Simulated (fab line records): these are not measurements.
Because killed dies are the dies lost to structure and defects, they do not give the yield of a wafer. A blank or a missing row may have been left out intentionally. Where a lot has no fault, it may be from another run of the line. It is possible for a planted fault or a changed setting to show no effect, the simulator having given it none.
Which tool was responsible? + flow berkeley cmos170 + 21 wafers from 7 lots sampled at 3 of the route's 331 steps

WHAT THE GAUGES READ, wafer by wafer
UCB170_PLDD_OVL_MEAS_07.
| lot  | measured     | on         | PLDD_OVL (nm)           |
|------|--------------|------------|-------------------------|
| L537 | day 7 16:48  | overlay-02 | 3 4 6                   |
| L538 | day 8 07:32  | overlay-02 | -5 -7 -5                |
| L542 | day 8 15:38  | overlay-02 | 5 2 2                   |
| L544 | day 8 21:44  | overlay-01 | 8 11 4                  |
| L548 | day 9 21:57  | overlay-01 | 3 -6 0                  |
| L553 | day 11 02:19 | overlay-02 | 311 312 302 312 314 303 |
| L555 | day 11 18:20 | overlay-02 | -7 -6 -14               |

WHAT TOOL EACH LOT RAN ON (gives the tool, then ch and the chambers of the sampled wafers, and finally the start)
| lot  | UCB170_GATE_ETCH_14                | UCB170_PLDD_EXPOSE_03             |
|------|------------------------------------|-----------------------------------|
| L537 | rie diel-01 ch 0,1,3, day 7 14:51  | krf scanner-02 ch 0, day 7 16:08  |
| L538 | rie diel-04 ch 0,1,2, day 8 05:38  | krf scanner-02 ch 0, day 8 06:59  |
| L542 | rie diel-01 ch 0,1, day 8 13:50    | krf scanner-01 ch 0, day 8 15:09  |
| L544 | rie diel-04 ch 0,1,3, day 8 18:59  | krf scanner-01 ch 0, day 8 20:51  |
| L548 | rie diel-01 ch 0,1,2, day 9 19:18  | krf scanner-01 ch 0, day 9 21:27  |
| L553 | rie diel-02 ch 2,3, day 11 00:20   | krf scanner-01 ch 0, day 11 01:23 |
| L555 | rie diel-02 ch 0,1,3, day 11 14:37 | krf scanner-02 ch 0, day 11 17:38 |
- UCB170_GATE_ETCH_14: etches BARC in N2/H2.
- UCB170_PLDD_EXPOSE_03: exposes mask PSELECT, target cd 1200 nm.

THE ANSWER, worked out from the rows above alone
Rule: what is usual is taken from the lots themselves. Put in order of their means at a reading, lots are off if they are a third of the lots or fewer, leave a main group of 4 or more, and stand apart from it by a gap of 3 or more times the standard deviation of the main group's means; of several such gaps the widest counts. Not used: any main group whose means are identical at the precision the tables above print for the reading. A lot without any number at a reading at which 4 lots or more have one is off too. Any other lot the step has rows for is counted as sound.
Off: L553, seen at UCB170_PLDD_OVL_MEAS_07 (PLDD_OVL). The main group has a mean of -0 nm with a standard deviation of 5.8.
If a tool, at a process step before that reading, ran all the lots that are off and no sound lot after the first of them, it fits. The gauges at UCB170_PLDD_OVL_MEAS_07 are tried like those tools. One fits: UCB170_PLDD_EXPOSE_03 on krf scanner-01. Its last sound lot is L548 (day 9 21:27), its first lot that is off L553 (day 11 01:23): a fault that began between those two fits.

WHAT WAS PUT IN BY THE SIMULATOR
Scanner matching overlay: krf scanner-01, from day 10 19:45 on, at UCB170_PLDD_EXPOSE_03. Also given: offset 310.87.
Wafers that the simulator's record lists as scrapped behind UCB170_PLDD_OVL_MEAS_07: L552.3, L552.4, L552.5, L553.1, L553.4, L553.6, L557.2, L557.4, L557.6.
Struck lots among those shown: L553. The rule above reached the same finding.
